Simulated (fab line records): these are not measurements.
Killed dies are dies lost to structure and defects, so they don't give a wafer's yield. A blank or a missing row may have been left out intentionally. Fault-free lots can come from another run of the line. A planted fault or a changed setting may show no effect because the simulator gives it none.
What tool caused it?	flow berkeley_cmos170	14 lots with 42 wafers sampled at 7 steps, on a route of 331 steps

WHAT THE GAUGES READ, wafer by wafer
UCB170_START_BOW_MEAS_00. Usual: INCOMING_BOW gives 0 um (standard deviation 6.2).
lot	measured	on	INCOMING_BOW (um)	flag
L568	day 1 10:00	film_metro-01	-3 -3 8	
L569	day 1 15:00	film_metro-04	-6 7 3	
L570	day 1 20:00	film_metro-01	5 -2 -6	
L571	day 2 01:00	film_metro-02	-6 4 0	
L572	day 2 06:00	film_metro-02	-3 -1 0	
L573	day 2 11:00	film_metro-02	-5 -5 0	
L574	day 2 16:01	film_metro-02	15 -2 0	
L579	day 3 17:00	film_metro-01	0 1 4	
L580	day 3 22:01	film_metro-04	10 -6 2	
L581	day 4 03:01	film_metro-02	0 3 -7	
L585	day 4 23:00	film_metro-04	0 -4 2	
L587	day 5 09:01	film_metro-01	-17 2 8	
L589	day 5 19:01	film_metro-02	-4 -7 5	
L591	day 6 05:02	film_metro-01	-7 -1 2	

UCB170_PSD_TW_MEAS_10. Usual: PSD_TW gives 2308 (standard deviation 23).
lot	measured	on	PSD_TW	flag
L568	day 6 02:06	film_metro-04	2321 2300 2300	
L569	day 6 16:56	film_metro-04	2296 2304 2311	
L570	day 6 16:39	film_metro-01	2281 2264 2283	
L571	day 7 05:53	film_metro-01	2290 2284 2286	
L572	day 7 18:19	film_metro-01	2279 2283 2283	
L573	day 7 18:34	film_metro-02	2318 2320 2323	
L574	day 7 18:49	film_metro-02	2319 2329 2321	
L579	day 9 08:17	film_metro-04	2011 2000 2008	OFF
L580	day 9 03:59	film_metro-04	2329 2324 2324	
L581	day 9 17:19	film_metro-01	1961 1966 1959	OFF
L585	day 10 08:48	film_metro-02	2316 2310 2319	
L587	day 10 19:39	film_metro-01	2295 2290 2291	
L589	day 11 09:36	film_metro-02	2336 2328 2337	
L591	day 11 10:05	film_metro-04	2337 2340 2344	

UCB170_SDANNEAL_RS_MEAS_02: measures by four-point-probe. Usual: PSD_RS gives 75.5 ohm/sq (standard deviation 0.33).
lot	measured	on	PSD_RS (ohm/sq)	flag
L568	day 6 05:59	film_metro-01	75.4 75.7 75.9	
L569	day 6 21:58	film_metro-04	76.0 75.9 76.0	
L570	day 6 21:43	film_metro-01	75.6 75.8 75.6	
L571	day 7 08:59	film_metro-01	75.2 75.4 75.6	
L572	day 7 21:16	film_metro-02	75.6 75.6 75.1	
L573	day 7 21:25	film_metro-01	75.4 75.4 75.6	
L574	day 7 21:40	film_metro-04	75.7 75.9 75.6	
L579	day 9 12:04	film_metro-02	105.3 105.2 105.3	OFF
L580	day 9 07:25	film_metro-04	75.3 75.6 75.2	
L581	day 9 20:10	film_metro-02	105.5 105.6 106.2	OFF
L585	day 10 12:11	film_metro-01	76.0 76.0 76.1	
L587	day 10 22:41	film_metro-01	75.6 75.5 75.6	
L589	day 11 12:43	film_metro-02	75.7 75.4 75.4	
L591	day 11 13:39	film_metro-04	75.2 75.3 75.4	

UCB170_M1_OVL_MEAS_10. Usual: M1_OVL gives 1 nm (standard deviation 5.7).
lot	measured	on	M1_OVL (nm)	flag
L568	day 6 16:55	overlay-01	-2 -6 -6	
L569	day 7 05:19	overlay-02	2 8 4	
L570	day 7 04:35	overlay-02	5 -4 0	
L571	day 7 16:52	overlay-02	-4 -1 -1	
L572	day 8 04:26	overlay-02	-8 -7 -7	
L573	day 8 04:43	overlay-02	-12 -8 -4	
L574	day 8 05:37	overlay-02	-2 -6 6	
L579	day 9 20:48	overlay-01	3 -1 1	
L580	day 9 15:59	overlay-02	-5 3 8	
L581	day 10 03:52	overlay-02	10 -7 4	
L585	day 10 18:56	overlay-02	9 8 9	
L587	day 11 07:02	overlay-02	-5 1 -9	
L589	day 11 19:29	overlay-02	-6 4 4	
L591	day 11 22:34	overlay-02	3 1 6	

UCB170_M2_OVL_MEAS_16. Usual: M2_OVL gives 1 nm (standard deviation 5.9).
lot	measured	on	M2_OVL (nm)	flag
L568	day 7 02:45	overlay-01	-6 -4 -1	
L569	day 7 15:28	overlay-02	-7 -16 -14	
L570	day 7 15:13	overlay-01	2 -13 0	
L571	day 8 04:05	overlay-02	-6 -1 -4	
L572	day 8 15:32	overlay-02	1 6 8	
L573	day 8 15:49	overlay-02	4 11 13	
L574	day 8 15:46	overlay-01	9 5 2	
L579	day 10 06:46	overlay-02	-14 -14 -1	
L580	day 10 00:44	overlay-02	-7 -1 2	
L581	day 10 13:26	overlay-01	-7 5 2	
L585	day 11 04:48	overlay-01	-2 1 5	
L587	day 11 17:07	overlay-01	-1 2 -6	
L589	day 12 03:37	overlay-01	3 0 -7	
L591	day 12 08:05	overlay-01	3 11 3	

TOOL THAT RAN EACH LOT (tool first, then ch and the chambers of the sampled wafers, then the start)
lot	UCB170_PSD_IMPLANT_08	UCB170_PSD_STRIP_09
L568	implanter-04 ch 0, day 6 01:51	plasma_asher-02 ch 0,1, day 6 02:00
L569	implanter-04 ch 0, day 6 16:41	plasma_asher-02 ch 0,1, day 6 16:50
L570	implanter-02 ch 0, day 6 16:24	plasma_asher-04 ch 0,1, day 6 16:33
L571	implanter-04 ch 0, day 7 05:38	plasma_asher-02 ch 0,1, day 7 05:47
L572	implanter-04 ch 0, day 7 18:04	plasma_asher-02 ch 0,1, day 7 18:13
L573	implanter-02 ch 0, day 7 18:19	plasma_asher-04 ch 0,1, day 7 18:28
L574	implanter-03 ch 0, day 7 18:35	plasma_asher-01 ch 0,1, day 7 18:42
L579	implanter-02 ch 0, day 9 08:02	plasma_asher-01 ch 0,1, day 9 08:11
L580	implanter-04 ch 0, day 9 03:46	plasma_asher-04 ch 1, day 9 03:53
L581	implanter-02 ch 0, day 9 17:04	plasma_asher-02 ch 0,1, day 9 17:12
L585	implanter-04 ch 0, day 10 08:33	plasma_asher-04 ch 0,1, day 10 08:42
L587	implanter-04 ch 0, day 10 19:25	plasma_asher-04 ch 0,1, day 10 19:32
L589	implanter-04 ch 0, day 11 09:22	plasma_asher-02 ch 0,1, day 11 09:29
L591	implanter-04 ch 0, day 11 09:52	plasma_asher-02 ch 0,1, day 11 10:01
- UCB170_PSD_IMPLANT_08
- UCB170_PSD_STRIP_09: strips in O2.

AS READ BY THE TOOLS THEMSELVES (means over the sampled wafers that have a number; for cases with no such wafer, the mark the record gives instead)
UCB170_PSD_IMPLANT_08. Usual: dose_ions_cm2 3.001e+15, standard deviation 3.2e+12; end_station_pressure_torr 1.26e-05 Torr, standard deviation 5.8e-07; faraday_current_uA 9248, standard deviation 180; tilt_deg 7.003 degrees, standard deviation 0.02.
lot	tool	dose_ions_cm2	end_station_pressure_torr (Torr)	faraday_current_uA	tilt_deg (degrees)	flag
L568	implanter-04	2.997e+15	1.28e-05	9208	7.002	
L569	implanter-04	3.001e+15	1.34e-05	9371	7.018	
L570	implanter-02	3.003e+15	1.26e-05	9162	6.989	
L571	implanter-04	3.001e+15	1.18e-05	9264	6.989	
L572	implanter-04	3.000e+15	1.26e-05	9292	7.004	
L573	implanter-02	3.003e+15	1.27e-05	9184	7.021	
L574	implanter-03	2.999e+15	1.24e-05	9231	7.010	
L579	implanter-02	1.841e+15	9.10e-06	5827	7.001	OFF
L580	implanter-04	3.001e+15	1.24e-05	9046	7.001	
L581	implanter-02	1.845e+15	9.33e-06	5753	6.995	OFF
L585	implanter-04	3.005e+15	1.25e-05	9076	7.016	
L587	implanter-04	3.001e+15	1.21e-05	9284	7.008	
L589	implanter-04	3.005e+15	1.30e-05	9163	6.983	
L591	implanter-04	2.995e+15	1.27e-05	9261	6.970	

UCB170_PSD_STRIP_09. Usual: drypump_motor_current_A 6.0 A, standard deviation 0.45; oes_product_au 0.600 a.u., standard deviation 0.0045; strip_time_to_endpoint_s 29.43 s, standard deviation 0.071.
lot	tool	drypump_motor_current_A (A)	oes_product_au (a.u.)	strip_time_to_endpoint_s (s)	flag
L568	plasma_asher-02	6.1	0.601	29.49	
L569	plasma_asher-02	6.1	0.600	29.42	
L570	plasma_asher-04	6.4	0.601	29.37	
L571	plasma_asher-02	6.1	0.602	29.42	
L572	plasma_asher-02	6.0	0.600	29.34	
L573	plasma_asher-04	6.4	0.596	29.46	
L574	plasma_asher-01	5.2	0.603	29.51	
L579	plasma_asher-01	5.2	0.669	24.56	OFF
L580	plasma_asher-04	5.7	0.606	29.38	
L581	plasma_asher-02	6.0	0.676	24.62	OFF
L585	plasma_asher-04	6.4	0.601	29.36	
L587	plasma_asher-04	6.4	0.595	29.34	
L589	plasma_asher-02	6.0	0.597	29.44	
L591	plasma_asher-02	6.1	0.599	29.49	

THE ANSWER, worked out from the rows above alone
Rule: a lot counts as off when the mean over its wafers that have a number is more than 3 standard deviations away from the usual mean. A lot without any number at a reading at which 4 lots or more have one is off too. Any other lot the step has rows for is counted as sound. The gauges are gone through in route order, then the tools' own readings, and for those a lot's mean is taken as printed above. The first step at which some lot is off is used, and at that step the reading that is off furthest; a lot without a number counts as furthest.
Off: L579, L581, seen at UCB170_PSD_TW_MEAS_10 (PSD_TW).
A tool fits if, at a process step before that reading, it ran every lot that is off, and no sound lot after the first of them. The gauges at UCB170_PSD_TW_MEAS_10 aren't tried: what is off there is off at UCB170_SDANNEAL_RS_MEAS_02 too, on other tools, and a gauge's error can't cause that. One fits: UCB170_PSD_IMPLANT_08 on implanter-02. Its last sound lot is L573 (day 7 18:19), its first lot that is off L579 (day 9 08:02): a fault that began between those two fits.
The tool's own readings at UCB170_PSD_IMPLANT_08 bear it out: on the lots that are off they differ by more than 5 times the standard deviation of the sound lots' means. dose_ions_cm2 reads 1.843e+15 there against 3.001e+15 on the sound lots; end_station_pressure_torr reads 9.21e-06 Torr there against 1.26e-05 Torr on the sound lots; faraday_current_uA reads 5790 there against 9212 on the sound lots.

WHAT WAS PUT IN BY THE SIMULATOR
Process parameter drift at UCB170_PSD_IMPLANT_08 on implanter-02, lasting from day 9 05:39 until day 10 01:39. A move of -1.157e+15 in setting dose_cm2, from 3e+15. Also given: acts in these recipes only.
Struck lots among those shown: L579, L581. The rule above reached the same finding.
